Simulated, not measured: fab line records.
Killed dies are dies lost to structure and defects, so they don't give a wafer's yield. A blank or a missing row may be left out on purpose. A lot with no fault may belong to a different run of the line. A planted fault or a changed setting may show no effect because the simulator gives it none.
Which tool is to blame? | flow rit cmos | 18 wafers from 6 lots sampled at 2 of the route's 202 steps

## WHAT THE GAUGES SHOWED, per wafer
RIT_ACTIVE_THK_MEAS_04.
lot  | measured    | on            | ACTIVE_NITRIDE_THK (nm)
L737 | day 1 18:32 | film metro-03 | 150.6 151.0 149.8
L739 | day 2 04:32 | film metro-03 | 149.5 149.2 149.2
L745 | day 3 10:32 | film metro-03 | 148.1 149.2 150.1
L748 | day 4 01:32 | film metro-03 | 151.1 149.8 149.9
L751 | day 4 20:11 | film metro-01 | 148.5 149.0 150.4
L757 | day 6 00:49 | film metro-01 | 150.5 149.3 149.8

## WHAT TOOL EACH LOT RAN ON (gives the tool, then ch and the chambers of the sampled wafers, and finally the start)
lot  | RIT_ACTIVE_CVD_03
L737 | lpcvd-01 ch 1, day 1 17:07
L739 | lpcvd-01 ch 0, day 2 03:07
L745 | lpcvd-01 ch 0, day 3 09:07
L748 | lpcvd-01 ch 0, day 4 00:07
L751 | lpcvd-01 ch 1, day 4 18:45
L757 | lpcvd-02 ch 1, day 5 22:40
- RIT_ACTIVE_CVD_03: deposits Si3N4 from SiH2Cl2/NH3, target thk 150 nm, time 1500 s.

## THE ANSWER, worked out from the rows above alone
Rule: what is usual is taken from the lots themselves. Put in order of their means at a reading, lots are off if they are a third of the lots or fewer, leave a main group of 4 or more, and stand apart from it by a gap of 3 or more times the standard deviation of the main group's means; of several such gaps the widest counts. A main group whose means are all the same, to the digits that the tables above print for the reading, isn't used. Also off: a lot with no number at a reading for which 4 or more lots have one. The other lots that the step has rows for count as sound.
No lot is off on any of the readings shown, so nothing can be concluded from this.

## WHAT THE SIMULATOR HAD INSERTED
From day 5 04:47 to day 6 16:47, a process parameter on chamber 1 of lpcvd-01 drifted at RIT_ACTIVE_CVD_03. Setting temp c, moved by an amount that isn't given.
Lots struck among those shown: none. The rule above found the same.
